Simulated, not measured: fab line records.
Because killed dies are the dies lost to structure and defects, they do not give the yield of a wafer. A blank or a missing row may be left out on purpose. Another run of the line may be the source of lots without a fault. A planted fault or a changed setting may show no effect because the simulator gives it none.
A lot that was struck, set against a sound lot -- flow berkeley_cmos170 -- 33 out of 331 route steps
Sound: wafers L586.1, L586.2, L586.6. Wafers L599.1, L599.5, L599.6 were the ones struck. The cause is given at the end.
For every step that has rows: the tool of each side, followed by ch and its chambers, followed by its first start. Under that, the readings that differ: sound wafers -- struck wafers -- difference of the means -- sigmas: that difference in standard deviations of wafers without a fault.
alike: readings with means less than 2 such deviations apart, plus words and numbers identical on both sides. not compared: withheld readings, readings lacking a value on some wafer, bounds such as >300 that could conceal the same value, and numbers that have no deviation in the record and whose values overlap.
A row with sigmas, a row that says differs or no value, or rows on one side alone: a step with any of these is where the two part. Non-overlapping numbers with no deviation appear without sigmas and do not part them. A reading missing from all wafers of one side parts the sides only when that side holds two or more wafers.

first, 8 steps without rows for these wafers: UCB170_M2_SOFTBAKE_11 (time 60 s); UCB170_M2_EXPOSE_12 (exposes mask METAL2, target cd 700 nm); UCB170_M2_PEB_13; UCB170_M2_DEVELOP_14 (develop time 45 s); UCB170_M2_ETCH_17 (etches BARC in N2/H2); UCB170_M2_METAL_ETCH_18 (etches Al in Cl2/BCl3, stops on SiO2, target depth 1170 nm, time 201 s); UCB170_M2_STRIP_19 (strips in O2); UCB170_V2_CVD_00 (deposits SiO2 from TEOS/O2, target thk 2000 nm, time 250 s).
UCB170_V2_CMP_02: polishes SiO2.
  sound on cmp-02 ch 1,2, day 9 03:24; struck on cmp-02 ch 2,3, day 12 07:34
reading,sound,struck,difference,sigmas
model.SiO2_of_V2_CVD_00.thk_nm (nm),1001 999.6 999.6,749.5 748.4 747.8,-251.5,
  alike: motor_current_A, retaining_ring_pressure_frac
UCB170_V2_THK_MEAS_04:
  sound on film_metro-04, day 9 03:49; struck on film_metro-04, day 12 07:59
reading,sound,struck,difference,sigmas
V2_POLISHED_THK (nm),1000.6 1000.3 999.3,749.1 748.7 748.2,-251.4,-99 or more
then, 7 steps without rows for these wafers: UCB170_V2_CLEAN_05 (cleans in DIW); UCB170_V2_HMDS_06 (prime time 60 s); UCB170_V2_COAT_07 (resist thk 900 nm); UCB170_V2_SOFTBAKE_08 (time 60 s); UCB170_V2_EXPOSE_09 (exposes mask VIA2, target cd 700 nm); UCB170_V2_PEB_10; UCB170_V2_DEVELOP_11 (develop time 45 s).
UCB170_V2_ETCH_14: etches SiO2 in CHF3/CF4/Ar, stops on Al, target depth 1250 nm, time 291 s.
  sound on rie_diel-02 ch 0,1,2, day 9 05:31; struck on rie_diel-02 ch 0,1,2, day 12 09:27
reading,sound,struck,difference,sigmas
oes_product_au (a.u.),0.880 0.895 0.890,0.764 0.772 0.756,-0.124,-8
model.V2.feature_depth_nm (nm),1001 999.6 999.9,749.8 748.4 748,-251.4,
model.etch.depth_nm (nm),1001 999.6 999.6,749.5 748.4 747.8,-251.5,
  alike: drypump_motor_current_A, mfc_ar_sccm, throttle_valve_pct
  not compared: rf_hours_counter_h
then, 14 steps without rows for these wafers: UCB170_V2_STRIP_15 (strips in O2); UCB170_M3_PRE_CLEAN_00 (preclean etch time 60 s); UCB170_M3_SPUTTER_01 (material Al, target thk 900 nm, time 120 s); UCB170_M3_HMDS_04 (prime time 60 s); UCB170_M3_COAT_05 (resist thk 900 nm); UCB170_M3_SOFTBAKE_06 (time 60 s); UCB170_M3_STRIP_07 (strips in O2); UCB170_M3_STRIP_08 (strips KrF in DMSO, time 600 s); UCB170_M3_COAT_09; UCB170_M3_COAT_10 (resist thk 900 nm); UCB170_M3_SOFTBAKE_11 (time 60 s); UCB170_M3_EXPOSE_12 (exposes mask METAL3, target cd 700 nm); UCB170_M3_PEB_13; UCB170_M3_DEVELOP_14 (develop time 45 s).
UCB170_M3_METAL_ETCH_18: etches Al in Cl2/BCl3, stops on SiO2, target depth 1170 nm, time 200.3 s.
  sound on rie_metal-01 ch 0,1, day 9 08:26; struck on rie_metal-04 ch 0,1, day 12 12:26
reading,sound,struck,difference,sigmas
model.SiO2_of_V2_CVD_00.thk_nm (nm),937.5 936.6 936.6,686.5 685.4 685.5,-251.1,
  alike: drypump_motor_current_A, oes_product_au, throttle_valve_pct
  not compared: rf_hours_counter_h

WHERE THEY PART
Earliest at UCB170_V2_THK_MEAS_04; latest, in this record, at UCB170_V2_ETCH_14. Later steps at which nothing parts them and some readings are alike: UCB170_M3_METAL_ETCH_18.

WHY: what had been put in by the simulator
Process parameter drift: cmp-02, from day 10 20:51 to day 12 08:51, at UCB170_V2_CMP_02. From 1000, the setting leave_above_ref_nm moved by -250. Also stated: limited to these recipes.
